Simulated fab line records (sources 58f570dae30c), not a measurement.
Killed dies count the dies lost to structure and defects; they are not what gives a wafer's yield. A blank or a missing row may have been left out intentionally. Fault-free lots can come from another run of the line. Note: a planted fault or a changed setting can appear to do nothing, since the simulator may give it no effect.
Check of tool commonality + flow berkeleyCmos170 + 13 lots and 48 wafers in the sample

## REASON FOR OPENING
At UCB170_NWELL_TW_MEAS_16 the reading NWELL_TW is flagged on 3 of 13 lots. Fault-free wafers read 1246, with a standard deviation of 13.
Rule: flag the lot when none of its wafers has a number, or when each of its wafers that has one lies beyond 4 standard deviations from that mean. The rest of the lots are taken to be sound.

| lot  | measured    | on           | NWELL_TW, wafer by wafer      | flag    |
|------|-------------|--------------|-------------------------------|---------|
| L139 | day 2 06:07 | filmMetro-03 | 1259 1257 1251                |         |
| L147 | day 4 03:19 | filmMetro-01 | 1511 1499 1505 1505 1505 1507 | FLAGGED |
| L149 | day 4 08:30 | filmMetro-02 | 1475 1465 1466 1467 1471 1469 | FLAGGED |
| L150 | day 4 18:40 | filmMetro-03 | 1512 1509 1498 1504 1513 1512 | FLAGGED |
| L152 | day 5 02:14 | filmMetro-02 | 1230 1232 1227                |         |
| L154 | day 5 07:59 | filmMetro-02 | 1225 1226 1224                |         |
| L155 | day 5 12:31 | filmMetro-01 | 1254 1253 1265                |         |
| L156 | day 5 16:29 | filmMetro-01 | 1260 1258 1262                |         |
| L157 | day 6 04:51 | filmMetro-03 | 1253 1245 1249                |         |
| L158 | day 6 10:23 | filmMetro-02 | 1222 1221 1225                |         |
| L160 | day 6 16:49 | filmMetro-03 | 1245 1251 1249                |         |
| L161 | day 6 22:59 | filmMetro-03 | 1251 1247 1253                |         |
| L162 | day 7 03:23 | filmMetro-03 | 1256 1263 1260                |         |
Average over the flagged lots: 1494; offset from the usual +248, equal to +19 standard deviations.

## TOOL THAT RAN EACH LOT
The record keeps 1 process step preceding the reading, out of 331 steps on the route. Cell contents, in order: the tool; ch with the chambers the sampled wafers went through; the start.
| lot  | flag    | UCB170_NWELL_IMPLANT_14        |
|------|---------|--------------------------------|
| L139 |         | implanter-04 ch 0, day 2 05:53 |
| L147 | FLAGGED | implanter-02 ch 0, day 4 03:04 |
| L149 | FLAGGED | implanter-02 ch 0, day 4 08:15 |
| L150 | FLAGGED | implanter-02 ch 0, day 4 18:25 |
| L152 |         | implanter-03 ch 0, day 5 01:59 |
| L154 |         | implanter-04 ch 0, day 5 07:44 |
| L155 |         | implanter-04 ch 0, day 5 12:17 |
| L156 |         | implanter-03 ch 0, day 5 16:14 |
| L157 |         | implanter-03 ch 0, day 6 04:37 |
| L158 |         | implanter-04 ch 0, day 6 10:09 |
| L160 |         | implanter-04 ch 0, day 6 16:35 |
| L161 |         | implanter-03 ch 0, day 6 22:46 |
| L162 |         | implanter-04 ch 0, day 7 03:10 |
These steps, and what they do:
- UCB170_NWELL_IMPLANT_14
- UCB170_NWELL_TW_MEAS_16

## FLAGGED OVER TOTAL, TOOL BY TOOL (the gauges that took the reading come last)
| step                    | tool         | lots run | flagged | share of the flagged lots | sound lots run after its first flagged lot |
|-------------------------|--------------|----------|---------|---------------------------|--------------------------------------------|
| UCB170_NWELL_IMPLANT_14 | implanter-02 | 3        | 3       | all                       | 0                                          |
| UCB170_NWELL_IMPLANT_14 | implanter-03 | 4        | 0       | none                      | -                                          |
| UCB170_NWELL_IMPLANT_14 | implanter-04 | 6        | 0       | none                      | -                                          |
| UCB170_NWELL_TW_MEAS_16 | filmMetro-01 | 3        | 1       | some                      | 2 (L155,L156)                              |
| UCB170_NWELL_TW_MEAS_16 | filmMetro-02 | 4        | 1       | some                      | 3 (L152,L154,L158)                         |
| UCB170_NWELL_TW_MEAS_16 | filmMetro-03 | 6        | 1       | some                      | 4 (L157,L160,L161,L162)                    |

## WHAT THE TABLE PERMITS
Rows of the table that ran each flagged lot: 1, that is implanter-02 at UCB170_NWELL_IMPLANT_14.
- implanter-02 at UCB170_NWELL_IMPLANT_14: 3 of its 3 lots flagged. No sound lot ran on it before its first flagged lot in this sample; the start therefore can't be narrowed down. Its own readings (doseIonsCm2, faradayCurrentUA) fall more than 4 standard deviations out on all wafers of the flagged lots.
Just one tool remains: implanter-02 at UCB170_NWELL_IMPLANT_14.

## WHAT WAS PUT IN BY THE SIMULATOR
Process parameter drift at UCB170_NWELL_IMPLANT_14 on implanter-02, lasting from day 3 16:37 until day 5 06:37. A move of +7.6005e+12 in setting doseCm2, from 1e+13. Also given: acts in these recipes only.
Shown lots that were struck: L147, L149, L150. This agrees with what the rule above found.
